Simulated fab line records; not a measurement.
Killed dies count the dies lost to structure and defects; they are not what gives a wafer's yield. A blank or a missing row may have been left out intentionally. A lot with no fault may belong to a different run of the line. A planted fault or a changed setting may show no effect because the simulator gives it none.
Split-lot trial    flow berkeleyCmos170    23 wafers read across 5 lots, on a route 331 steps long

## ABOUT THE SPLIT
At UCB170_NSD_COAT_01 (resist thk 900 nm), the setting resistThkNm was moved away from the recipe's 900 nm on 8 of the 23 wafers read, by -5.1% to +2.4%. This setting was run at the recipe's value on the other wafers.

The reading is taken at the split's own step.

## THE READING
KrF_of_NSD_COAT_01.thkNm (the simulator's own value, which no gauge read), in nm, at UCB170_NSD_COAT_01 (resist thk 900 nm). The file does not state a usual value for it. Across the 15 wafers here that went through the recipe, the average is 900.9 nm and the standard deviation 1.3 nm.

wafer   tool, chamber at the split  resistThkNm as run, nm  against the recipe  KrF_of_NSD_COAT_01.thkNm, nm  against lot-mates on the recipe
L074.1  lithoTrack-02, 0            900                     recipe              902.4                         -
L074.5  lithoTrack-02, 0            900                     recipe              900.2                         -
L074.6  lithoTrack-02, 0            900                     recipe              901                           -
L075.1  lithoTrack-02, 0            919.2                   +2.1%               921.4                         +19.1
L075.2  lithoTrack-02, 0            919.2                   +2.1%               921.8                         +19.5
L075.4  lithoTrack-02, 0            919.2                   +2.1%               923.6                         +21.4
L075.5  lithoTrack-02, 0            900                     recipe              902                           -
L075.6  lithoTrack-02, 0            900                     recipe              902.5                         -
L078.1  lithoTrack-02, 0            900                     recipe              902.9                         -
L078.2  lithoTrack-02, 0            900                     recipe              899.2                         -
L078.3  lithoTrack-02, 0            900                     recipe              901.4                         -
L078.4  lithoTrack-02, 0            900                     recipe              901.7                         -
L078.6  lithoTrack-02, 0            900                     recipe              901.9                         -
L080.1  lithoTrack-04, 0            854.5                   -5.1%               851.1                         -48.8
L080.2  lithoTrack-04, 0            900                     recipe              899.2                         -
L080.3  lithoTrack-04, 0            900                     recipe              900.5                         -
L080.5  lithoTrack-04, 0            854.5                   -5.1%               858.4                         -41.5
L080.6  lithoTrack-04, 0            854.5                   -5.1%               855.7                         -44.1
L085.1  lithoTrack-01, 0            900                     recipe              899.7                         -
L085.3  lithoTrack-01, 0            900                     recipe              899.2                         -
L085.4  lithoTrack-01, 0            900                     recipe              899.2                         -
L085.5  lithoTrack-01, 0            921.2                   +2.4%               922                           +22.6
L085.6  lithoTrack-01, 0            921.2                   +2.4%               919.7                         +20.3

THE FIT
A straight line over all 23 wafers: KrF_of_NSD_COAT_01.thkNm changes by +9.13 nm for each +1% of resistThkNm; r = +1.00; the points scatter about the line by 1.9 nm.
The same after taking each lot's own level away (the mean of its wafers on the recipe; 23 wafers): +8.97 nm for each +1%; r = +1.00; scatter 1.5 nm.
That fit puts the effect of the largest move of resistThkNm on the reading at 45 nm.
From 899.37 to 902.25 nm: that is the span of the lots' own levels, equal to 2.2 times the standard deviation above.
Consequently the slope shifts little with the lot-to-lot level, the two slopes agreeing.
Check: with one of the wafers moved furthest among these (-5.1%) left out of the fit, the line predicts -43.7 nm for it against its lot-mates. Against them it came out at -48.8 nm.

## THESE WAFERS: OTHER SPLITS
These wafers also went through other splits before the reading. Each is held against what the fit with the lots' levels taken away leaves over:
other split on the same wafers  wafers away from the commonest value  r with KrF_of_NSD_COAT_01.thkNm (lot level and that fit taken away)
UCB170_GATE_EXPOSE_09 doseMj    11                                    +0.13
UCB170_PLDD_IMPLANT_09 doseCm2  7                                     -0.07
UCB170_NLDD_IMPLANT_09 doseCm2  10                                    -0.07
UCB170_PSD_IMPLANT_08 doseCm2   8                                     -0.26

## THE WHOLE CHAIN: every reading that the file lists as answering this split, in the file's order
step                 what it does       reading                                                                    change (the file's fit)               r (the file's)
UCB170_NSD_COAT_01   resist thk 900 nm  KrF_of_NSD_COAT_01.thkNm (the simulator's own value, which no gauge read)  +8.97 nm for each +1% of the setting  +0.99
UCB170_NSD_STRIP_09  strips in O2       stripTimeToEndpointS                                                       withheld for each +1% of the setting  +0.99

## THE FILE'S OWN FIT
KrF_of_NSD_COAT_01.thkNm changes by +8.97 nm for each +1% of resistThkNm, r = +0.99.
